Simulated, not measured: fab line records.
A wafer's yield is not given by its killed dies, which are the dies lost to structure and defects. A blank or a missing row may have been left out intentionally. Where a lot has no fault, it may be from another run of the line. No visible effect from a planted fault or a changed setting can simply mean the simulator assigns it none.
Split-lot experiment || flow ritCmos || route with 202 steps; 5 lots, 23 wafers read

ON THE SPLIT
At RIT_CONTACT_COAT_03 (resist thk 1000 nm), the setting resistThkNm was moved away from the recipe's 1000 nm on 9 of the 23 wafers read, by -3.3% to +5.5%. For the rest of the wafers, this setting stayed at what the recipe calls for.

FROM THE SPLIT TO THE READING: what the file shows between them, 3 steps
- RIT_CONTACT_SOFTBAKE_04: time 60 s
- RIT_CONTACT_EXPOSE_05: exposes mask M11, target cd 1000 nm
- RIT_CONTACT_HARDBAKE_10: time 60 s

THE READING
NOVOLAK_of_CONTACT_COAT_03.thkNm (the simulator's own value, which no gauge read), in nm, at RIT_CONTACT_ETCH_11 (etches SiO2 in CHF3/CF4/Ar, stops on TiSi2, target depth 480 nm, time 320 s). The file gives no usual value for it. The 14 wafers here that ran the recipe average 771.6 nm, standard deviation 3.9 nm.

{"wafer": "L077.1", "tool, chamber at the split": "lithoTrack-04, 0", "resistThkNm as run, nm": 1000, "against the recipe": "recipe", "NOVOLAK_of_CONTACT_COAT_03.thkNm, nm": 769.5, "against lot-mates on the recipe": "-"}
{"wafer": "L077.4", "tool, chamber at the split": "lithoTrack-04, 0", "resistThkNm as run, nm": 1000, "against the recipe": "recipe", "NOVOLAK_of_CONTACT_COAT_03.thkNm, nm": 769.8, "against lot-mates on the recipe": "-"}
{"wafer": "L077.6", "tool, chamber at the split": "lithoTrack-04, 0", "resistThkNm as run, nm": 1000, "against the recipe": "recipe", "NOVOLAK_of_CONTACT_COAT_03.thkNm, nm": 767, "against lot-mates on the recipe": "-"}
{"wafer": "L078.2", "tool, chamber at the split": "lithoTrack-01, 0", "resistThkNm as run, nm": 1000, "against the recipe": "recipe", "NOVOLAK_of_CONTACT_COAT_03.thkNm, nm": 768.1, "against lot-mates on the recipe": "-"}
{"wafer": "L078.3", "tool, chamber at the split": "lithoTrack-01, 0", "resistThkNm as run, nm": 1055, "against the recipe": "+5.5%", "NOVOLAK_of_CONTACT_COAT_03.thkNm, nm": 815.3, "against lot-mates on the recipe": "+46.3"}
{"wafer": "L078.4", "tool, chamber at the split": "lithoTrack-01, 0", "resistThkNm as run, nm": 1000, "against the recipe": "recipe", "NOVOLAK_of_CONTACT_COAT_03.thkNm, nm": 769.8, "against lot-mates on the recipe": "-"}
{"wafer": "L078.5", "tool, chamber at the split": "lithoTrack-01, 0", "resistThkNm as run, nm": 1055, "against the recipe": "+5.5%", "NOVOLAK_of_CONTACT_COAT_03.thkNm, nm": 814.9, "against lot-mates on the recipe": "+45.9"}
{"wafer": "L078.6", "tool, chamber at the split": "lithoTrack-01, 0", "resistThkNm as run, nm": 1055, "against the recipe": "+5.5%", "NOVOLAK_of_CONTACT_COAT_03.thkNm, nm": 820.9, "against lot-mates on the recipe": "+51.9"}
{"wafer": "L080.2", "tool, chamber at the split": "lithoTrack-01, 0", "resistThkNm as run, nm": 1000, "against the recipe": "recipe", "NOVOLAK_of_CONTACT_COAT_03.thkNm, nm": 776.5, "against lot-mates on the recipe": "-"}
{"wafer": "L080.3", "tool, chamber at the split": "lithoTrack-01, 0", "resistThkNm as run, nm": 1000, "against the recipe": "recipe", "NOVOLAK_of_CONTACT_COAT_03.thkNm, nm": 775, "against lot-mates on the recipe": "-"}
{"wafer": "L080.4", "tool, chamber at the split": "lithoTrack-01, 0", "resistThkNm as run, nm": 1052, "against the recipe": "+5.2%", "NOVOLAK_of_CONTACT_COAT_03.thkNm, nm": 819.5, "against lot-mates on the recipe": "+43.8"}
{"wafer": "L080.5", "tool, chamber at the split": "lithoTrack-01, 0", "resistThkNm as run, nm": 1052, "against the recipe": "+5.2%", "NOVOLAK_of_CONTACT_COAT_03.thkNm, nm": 820.3, "against lot-mates on the recipe": "+44.6"}
{"wafer": "L080.6", "tool, chamber at the split": "lithoTrack-01, 0", "resistThkNm as run, nm": 1000, "against the recipe": "recipe", "NOVOLAK_of_CONTACT_COAT_03.thkNm, nm": 775.6, "against lot-mates on the recipe": "-"}
{"wafer": "L081.1", "tool, chamber at the split": "lithoTrack-04, 0", "resistThkNm as run, nm": 967, "against the recipe": "-3.3%", "NOVOLAK_of_CONTACT_COAT_03.thkNm, nm": 742.6, "against lot-mates on the recipe": -28.4}
{"wafer": "L081.2", "tool, chamber at the split": "lithoTrack-04, 0", "resistThkNm as run, nm": 967, "against the recipe": "-3.3%", "NOVOLAK_of_CONTACT_COAT_03.thkNm, nm": 741, "against lot-mates on the recipe": -30.0}
{"wafer": "L081.3", "tool, chamber at the split": "lithoTrack-04, 0", "resistThkNm as run, nm": 1000, "against the recipe": "recipe", "NOVOLAK_of_CONTACT_COAT_03.thkNm, nm": 764.5, "against lot-mates on the recipe": "-"}
{"wafer": "L081.4", "tool, chamber at the split": "lithoTrack-04, 0", "resistThkNm as run, nm": 1000, "against the recipe": "recipe", "NOVOLAK_of_CONTACT_COAT_03.thkNm, nm": 773.7, "against lot-mates on the recipe": "-"}
{"wafer": "L081.5", "tool, chamber at the split": "lithoTrack-04, 0", "resistThkNm as run, nm": 1000, "against the recipe": "recipe", "NOVOLAK_of_CONTACT_COAT_03.thkNm, nm": 774.9, "against lot-mates on the recipe": "-"}
{"wafer": "L083.1", "tool, chamber at the split": "lithoTrack-01, 0", "resistThkNm as run, nm": 976.1, "against the recipe": "-2.4%", "NOVOLAK_of_CONTACT_COAT_03.thkNm, nm": 748.9, "against lot-mates on the recipe": -23.9}
{"wafer": "L083.2", "tool, chamber at the split": "lithoTrack-01, 0", "resistThkNm as run, nm": 1000, "against the recipe": "recipe", "NOVOLAK_of_CONTACT_COAT_03.thkNm, nm": 776.4, "against lot-mates on the recipe": "-"}
{"wafer": "L083.3", "tool, chamber at the split": "lithoTrack-01, 0", "resistThkNm as run, nm": 976.1, "against the recipe": "-2.4%", "NOVOLAK_of_CONTACT_COAT_03.thkNm, nm": 751.5, "against lot-mates on the recipe": -21.3}
{"wafer": "L083.4", "tool, chamber at the split": "lithoTrack-01, 0", "resistThkNm as run, nm": 1000, "against the recipe": "recipe", "NOVOLAK_of_CONTACT_COAT_03.thkNm, nm": 774.5, "against lot-mates on the recipe": "-"}
{"wafer": "L083.5", "tool, chamber at the split": "lithoTrack-01, 0", "resistThkNm as run, nm": 1000, "against the recipe": "recipe", "NOVOLAK_of_CONTACT_COAT_03.thkNm, nm": 767.6, "against lot-mates on the recipe": "-"}

FIT RESULTS
A straight line over all 23 wafers: NOVOLAK_of_CONTACT_COAT_03.thkNm changes by +8.73 nm for each +1% of resistThkNm; r = +0.99; the points scatter about the line by 3.6 nm.
The same after taking each lot's own level away (the mean of its wafers on the recipe; 23 wafers): +8.76 nm for each +1%; r = +0.99; scatter 2.7 nm.
According to that fit, moving resistThkNm by its largest amount changes the reading by 48 nm.
The lots' own levels span 768.77 to 775.70 nm, that is 1.8 times the standard deviation above.
So the lot-to-lot level changes the slope little: the two slopes agree.
Check: +48.2 nm against its lot-mates is what the line predicts for one of the wafers moved furthest among these (+5.5%) when that wafer is left out of the fit. It came out at +46.3 nm against them.

FURTHER SPLITS ON THESE WAFERS
Other splits were also applied to these wafers ahead of the reading. Each is held against what the fit with the lots' levels taken away leaves over:
{"other split on the same wafers": "RIT_SPACER_CVD_03 tempC", "wafers away from the commonest value": 15, "r with NOVOLAK_of_CONTACT_COAT_03.thkNm (lot level and that fit taken away)": "+0.01"}
{"other split on the same wafers": "RIT_NSD_IMPLANT_08 energyKev", "wafers away from the commonest value": 4, "r with NOVOLAK_of_CONTACT_COAT_03.thkNm (lot level and that fit taken away)": "+0.44"}
{"other split on the same wafers": "RIT_PSD_HARDBAKE_07 tempC", "wafers away from the commonest value": 10, "r with NOVOLAK_of_CONTACT_COAT_03.thkNm (lot level and that fit taken away)": -0.32}
{"other split on the same wafers": "RIT_SDANNEAL_RTA_03 timeS", "wafers away from the commonest value": 11, "r with NOVOLAK_of_CONTACT_COAT_03.thkNm (lot level and that fit taken away)": "+0.32"}
{"other split on the same wafers": "RIT_CONTACT_CVD_00 timeS", "wafers away from the commonest value": 10, "r with NOVOLAK_of_CONTACT_COAT_03.thkNm (lot level and that fit taken away)": "+0.08"}

THE WHOLE CHAIN: every reading that the file lists as answering this split, in the file's order
{"step": "RIT_CONTACT_COAT_03", "what it does": "resist thk 1000 nm", "reading": "NOVOLAK_of_CONTACT_COAT_03.thkNm (the simulator's own value, which no gauge read)", "change (the file's fit)": "+10 nm for each +1% of the setting", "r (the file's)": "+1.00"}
{"step": "RIT_CONTACT_HARDBAKE_10", "what it does": "time 60 s", "reading": "NOVOLAK_of_CONTACT_COAT_03.thkNm (the simulator's own value, which no gauge read)", "change (the file's fit)": "+8.76 nm for each +1% of the setting", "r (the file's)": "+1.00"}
{"step": "RIT_CONTACT_ETCH_11", "what it does": "etches SiO2 in CHF3/CF4/Ar, stops on TiSi2, target depth 480 nm, time 320 s", "reading": "NOVOLAK_of_CONTACT_COAT_03.thkNm (the simulator's own value, which no gauge read)", "change (the file's fit)": "+8.72 nm for each +1% of the setting", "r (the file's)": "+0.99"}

FILE'S OWN FIT
NOVOLAK_of_CONTACT_COAT_03.thkNm changes by +8.72 nm for each +1% of resistThkNm, r = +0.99.
